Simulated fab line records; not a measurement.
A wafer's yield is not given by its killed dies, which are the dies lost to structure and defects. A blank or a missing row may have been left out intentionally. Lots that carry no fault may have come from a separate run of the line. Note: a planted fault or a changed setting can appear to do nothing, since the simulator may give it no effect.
Which tool is to blame?    flow rit-cmos    16 lots with 48 wafers sampled at 2 steps, on a route of 202 steps

WHAT EACH GAUGE READ, for each wafer
RIT_PWELL_OVL_MEAS_06.
lot   measured     on          PWELL_OVL (nm)
L422  day 2 04:47  overlay-01  -2.0 0.0 0.6
L423  day 2 11:08  overlay-01  0.3 2.1 1.5
L425  day 2 16:01  overlay-01  0.7 2.1 1.8
L426  day 2 19:41  overlay-01  0.0 -1.0 -2.1
L427  day 3 00:50  overlay-01  -0.6 -0.5 0.4
L428  day 3 05:34  overlay-02  0.0 1.2 0.3
L429  day 3 11:53  overlay-01  -0.5 -1.5 -1.4
L431  day 3 23:34  overlay-01  -0.5 -1.5 0.3
L432  day 4 02:39  overlay-01  0.7 -0.6 -0.6
L434  day 4 15:33  overlay-02  2.1 -0.3 1.9
L435  day 4 17:14  overlay-02  360.3 360.0 358.6
L436  day 4 21:38  overlay-02  358.3 359.2 360.1
L437  day 5 04:41  overlay-01  359.0 361.3 358.4
L438  day 5 09:49  overlay-02  362.8 362.3 362.2
L443  day 6 07:29  overlay-01  -1.1 -1.6 -2.8
L444  day 6 14:41  overlay-01  -1.5 0.2 0.0

WHICH TOOL RAN EACH LOT (tool, then ch and the chambers of the sampled wafers, then the start)
lot   RIT_PWELL_EXPOSE_03
L422  iline-stepper-02 ch 0, day 2 04:22
L423  iline-stepper-01 ch 0, day 2 10:42
L425  iline-stepper-01 ch 0, day 2 15:38
L426  iline-stepper-02 ch 0, day 2 19:16
L427  iline-stepper-01 ch 0, day 3 00:24
L428  iline-stepper-01 ch 0, day 3 05:08
L429  iline-stepper-02 ch 0, day 3 11:30
L431  iline-stepper-01 ch 0, day 3 23:07
L432  iline-stepper-02 ch 0, day 4 02:14
L434  iline-stepper-02 ch 0, day 4 15:07
L435  iline-stepper-02 ch 0, day 4 16:48
L436  iline-stepper-02 ch 0, day 4 21:13
L437  iline-stepper-02 ch 0, day 5 04:16
L438  iline-stepper-02 ch 0, day 5 09:23
L443  iline-stepper-01 ch 0, day 6 07:04
L444  iline-stepper-01 ch 0, day 6 14:16
- RIT_PWELL_EXPOSE_03: exposes mask M3, target cd 43700 nm.

WHAT THE TOOLS THEMSELVES READ (means of the sampled wafers that have a number; where no wafer has one, the mark that the record gives instead)
RIT_PWELL_EXPOSE_03.
lot   tool              reticle-temp-C (C)
L422  iline-stepper-02  23.02
L423  iline-stepper-01  23.13
L425  iline-stepper-01  23.04
L426  iline-stepper-02  22.94
L427  iline-stepper-01  22.92
L428  iline-stepper-01  22.91
L429  iline-stepper-02  23.00
L431  iline-stepper-01  22.82
L432  iline-stepper-02  22.91
L434  iline-stepper-02  22.93
L435  iline-stepper-02  22.96
L436  iline-stepper-02  23.16
L437  iline-stepper-02  23.07
L438  iline-stepper-02  23.06
L443  iline-stepper-01  23.03
L444  iline-stepper-01  23.15

THE ANSWER, worked out from the rows above alone
Rule: the lots themselves supply what counts as usual. Put in order of their means at a reading, lots are off if they are a third of the lots or fewer, leave a main group of 4 or more, and stand apart from it by a gap of 3 or more times the standard deviation of the main group's means; of several such gaps the widest counts. A main group whose means are all the same, to the digits that the tables above print for the reading, isn't used. Also off: a lot with no number at a reading for which 4 or more lots have one. The other lots that the step has rows for count as sound. After the gauges, taken in route order, come the tools' own readings; for these a lot's mean is taken, as printed above. The first step at which some lot is off is used, and at that step the reading that is off furthest; a lot without a number counts as furthest.
Off: at RIT_PWELL_OVL_MEAS_06 (PWELL_OVL), L435, L436, L437, L438. Mean -0.1 nm and standard deviation 1 in the main group.
A tool fits if, at a process step before that reading, it ran every lot that is off, and no sound lot after the first of them. The gauges at RIT_PWELL_OVL_MEAS_06 are tried like those tools. One candidate fits, namely iline-stepper-02 at RIT_PWELL_EXPOSE_03. A fault onset in the window from L434 (day 4 15:07, its last sound lot) to L435 (day 4 16:48, its first lot off) fits.

WHAT THE SIMULATOR HAD PUT IN
Scanner matching overlay: iline-stepper-02, from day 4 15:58 on, at RIT_PWELL_EXPOSE_03. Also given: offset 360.
Struck lots among those shown: L435, L436, L437, L438. The rule given above showed the same thing.
